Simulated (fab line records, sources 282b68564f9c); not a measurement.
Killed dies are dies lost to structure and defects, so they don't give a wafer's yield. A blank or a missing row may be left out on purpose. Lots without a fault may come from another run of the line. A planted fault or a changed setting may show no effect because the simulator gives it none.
Which tool did it? | flow rit_cmos | 14 lots, 42 wafers sampled, at 2 steps of a route of 202

WHAT THE GAUGES READ, wafer by wafer
RIT_M1_CD_MEAS_09: target cd 2600 nm.
lot  | measured    | on        | cd_nm (nm)
L587 | day 3 06:55 | cd_sem-02 | 2597.3 2599.6 2597.5
L588 | day 3 13:06 | cd_sem-01 | 2600.0 2598.6 2598.9
L589 | day 3 20:43 | cd_sem-02 | 2601.8 2603.3 2602.0
L590 | day 3 22:54 | cd_sem-01 | 2600.7 2600.0 2601.6
L591 | day 4 03:08 | cd_sem-01 | 2597.4 2595.6 2596.6
L593 | day 4 14:28 | cd_sem-01 | 2598.0 2597.2 2597.6
L594 | day 4 23:10 | cd_sem-01 | 2604.7 2602.6 2603.5
L595 | day 5 00:34 | cd_sem-01 | 2604.9 2607.2 2604.7
L596 | day 5 04:43 | cd_sem-02 | 2599.8 2599.6 2602.1
L599 | day 5 22:56 | cd_sem-01 | 2602.3 2601.7 2599.5
L600 | day 6 05:17 | cd_sem-02 | 2600.5 2602.2 2601.0
L605 | day 7 05:55 | cd_sem-01 | 2609.2 2608.0 2608.7
L606 | day 7 08:00 | cd_sem-01 | 2606.8 2606.5 2607.3
L609 | day 7 21:29 | cd_sem-02 | 2603.4 2602.7 2604.3

WHICH TOOL RAN EACH LOT (tool, then ch and the chambers of the sampled wafers, then the start)
lot  | RIT_M1_COAT_04
L587 | litho_track-03 ch 0, day 3 06:11
L588 | litho_track-04 ch 0, day 3 12:14
L589 | litho_track-02 ch 0, day 3 19:58
L590 | litho_track-02 ch 0, day 3 22:02
L591 | litho_track-03 ch 0, day 4 02:25
L593 | litho_track-03 ch 0, day 4 13:44
L594 | litho_track-02 ch 0, day 4 22:26
L595 | litho_track-04 ch 0, day 4 23:43
L596 | litho_track-03 ch 0, day 5 03:59
L599 | litho_track-04 ch 0, day 5 22:08
L600 | litho_track-03 ch 0, day 6 04:32
L605 | litho_track-03 ch 0, day 7 05:04
L606 | litho_track-03 ch 0, day 7 07:09
L609 | litho_track-02 ch 0, day 7 20:40
- RIT_M1_COAT_04: resist thk 1300 nm.

WHAT THE TOOLS THEMSELVES READ (means of the sampled wafers that have a number; where no wafer has one, the mark that the record gives instead)
RIT_M1_COAT_04.
lot  | tool           | exhaust_pa (Pa) | spin_speed_rpm (rpm)
L587 | litho_track-03 | 43.4            | 2000.2
L588 | litho_track-04 | 46.2            | 1999.5
L589 | litho_track-02 | 45.6            | 2000.1
L590 | litho_track-02 | 45.4            | 2000.1
L591 | litho_track-03 | 44.7            | 2000.2
L593 | litho_track-03 | 44.5            | 1999.9
L594 | litho_track-02 | 45.5            | 1998.7
L595 | litho_track-04 | 46.1            | 1999.6
L596 | litho_track-03 | 44.6            | 2000.2
L599 | litho_track-04 | 45.7            | 2000.1
L600 | litho_track-03 | 44.6            | 1999.6
L605 | litho_track-03 | 44.9            | 1713.0
L606 | litho_track-03 | 45.1            | 1714.2
L609 | litho_track-02 | 45.0            | 1999.2

THE ANSWER, worked out from the rows above alone
Rule: what is usual is taken from the lots themselves. Put in order of their means at a reading, lots are off if they are a third of the lots or fewer, leave a main group of 4 or more, and stand apart from it by a gap of 3 or more times the standard deviation of the main group's means; of several such gaps the widest counts. A main group whose means are all the same, to the digits that the tables above print for the reading, isn't used. A lot without any number at a reading at which 4 lots or more have one is off too. The other lots that the step has rows for count as sound. The gauges are gone through in route order, then the tools' own readings, and for those a lot's mean is taken as printed above. The first step at which some lot is off is used, and at that step the reading that is off furthest; a lot without a number counts as furthest.
Off: L605, L606, at RIT_M1_COAT_04 (spin_speed_rpm). The main group: mean 1999.8 rpm, standard deviation 0.46.
A tool fits if, at that step or a process step before it, it ran every lot that is off, and no sound lot after the first of them. One fits: litho_track-03 at RIT_M1_COAT_04. Its last sound lot is L600 (day 6 04:32), its first lot that is off L605 (day 7 05:04): a fault that began between those two fits.
The tool's own readings at RIT_M1_COAT_04 bear it out: on the lots that are off they differ by more than 5 times the standard deviation of the sound lots' means. spin_speed_rpm reads 1713.6 rpm there against 1999.8 rpm on the sound lots.

WHAT THE SIMULATOR HAD PUT IN
Process parameter drift: litho_track-03, from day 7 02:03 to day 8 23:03, at RIT_M1_COAT_04. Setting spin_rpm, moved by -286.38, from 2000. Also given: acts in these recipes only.
Lots struck among those shown: L605, L606. The rule above found the same.
